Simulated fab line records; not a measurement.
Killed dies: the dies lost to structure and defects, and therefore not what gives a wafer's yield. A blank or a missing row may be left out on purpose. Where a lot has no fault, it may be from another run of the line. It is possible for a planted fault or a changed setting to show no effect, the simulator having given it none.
Problem report, 8D (eight disciplines) form, completed by code	flow berkeley-cmos170	the parts of the form that need people (team, actions taken, sign-off) are left out

== 1. THE PROBLEM ==
M3_AL_RS at UCB170_M3_RS_MEAS_02 reads a mean of 0.0406 ohm/sq on 2 wafers of 2 lots; wafers without a fault read 0.0322 ohm/sq with a standard deviation of 0.00035. Measured from the usual mean, that is +24 standard deviations.
The step: measures by four-point-probe.
Earliest sighting: wafer L332.3 on film-metro-04 at day 11 06:59. The record has a number at this step for 42 wafers belonging to 14 lots. Rule for "out" (also "out of limits"): further than 4 standard deviations from the usual mean. All remaining wafers that have a number are taken as sound.

== 2. WHAT IT IS, AND WHAT IT ISN'T ==
question	is	is not
which readings at this step	M3_AL_RS	-
which lots	L332, L333	L322, L325, L326, L327, L328, L329, L330, L340, L342, L343, L344, L345
which wafers of those lots	L332.3, L333.2	L332.5, L332.6, L333.3, L333.4
read on which gauges	film-metro-04	film-metro-01, film-metro-03
when	from day 11 06:59	up to then (23 sound wafers); but 17 sound wafers of L333, L340, L342, L343, L344, L345 came after

== 3. SUSPECTS, AND WHAT RULES EACH OUT ==
Counting: any tool at a process step up to the reading remains a suspect provided it ran every lot that is out. Sound lots after the first of them don't rule it out here, since some wafers of a struck lot are sound.
- the gauge at UCB170_M3_RS_MEAS_02: ruled out. All the wafers that are out were read on film-metro-04, but those of them that UCB170_M3_METAL_ETCH_18 has rows for are out there too, on other tools.
- cmp-01 at UCB170_V2_CMP_02 (polishes SiO2): kept. Every lot that is out went through it, the first being L332 (day 11 04:31); the last sound lot it ran before that was L327 (day 10 03:51).
- pvd-sputter-03 at UCB170_M3_SPUTTER_01 (material Al, target thk 900 nm, time 120 s): kept. Every lot that is out went through it, the first being L332 (day 11 06:52); the last sound lot it ran before that was L329 (day 10 21:32).
Remaining after the count are cmp-01 at UCB170_V2_CMP_02 and pvd-sputter-03 at UCB170_M3_SPUTTER_01.

== 4. THE CAUSE (what the simulator had put in) ==
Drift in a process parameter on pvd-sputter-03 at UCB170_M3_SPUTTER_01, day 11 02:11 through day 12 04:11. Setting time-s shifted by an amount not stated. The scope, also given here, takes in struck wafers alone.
2 suspects survive the count, and this tool is in that group.

== 5. THE EFFECT CHAIN, in route order ==
Each row: a reading where the mean over the struck wafers with a number is more than 3 standard deviations away from the usual. Only readings for which the record gives a usual standard deviation are gone through. hours: the time from each lot's start at the first step in this table that gives one to its start at this step, as a median over the lots. sigmas: the change in usual standard deviations.
hours	step	reading	usual	on struck wafers	change	sigmas
0	UCB170_M3_RS_MEAS_02	M3_AL_RS	0.0322 ohm/sq	0.0406	+0.0084	+24
0	UCB170_M3_THK_MEAS_03	M3_AL_THK	894 nm	715	-179	-16
2	UCB170_M3_METAL_ETCH_18	oes-product-au	0.851 a.u.	0.765	-0.086	-6.6
Here are the process steps it includes:
- UCB170_M3_METAL_ETCH_18: etches Al in Cl2/BCl3, stops on SiO2, target depth 1170 nm, time 195 s.
At these later measuring or inspecting steps, every struck wafer for which the step has a row has a number for every such reading, and none has moved that far: UCB170_M3_OVL_MEAS_16.

== 6. WHAT WOULD HAVE CAUGHT IT SOONER ==
In this record the first reading out of limits at a measuring or inspecting step was taken at day 11 06:59, 5 hours after the fault began at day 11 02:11.
No tool reading at UCB170_M3_SPUTTER_01 that has a usual standard deviation in the record was out on any struck wafer, so an alarm limit of 4 standard deviations on those readings would not have fired.
L333, from the lots that are out (2), started UCB170_M3_SPUTTER_01 on pvd-sputter-03 later than day 11 06:59. A hold on the tool at that time would have spared it.
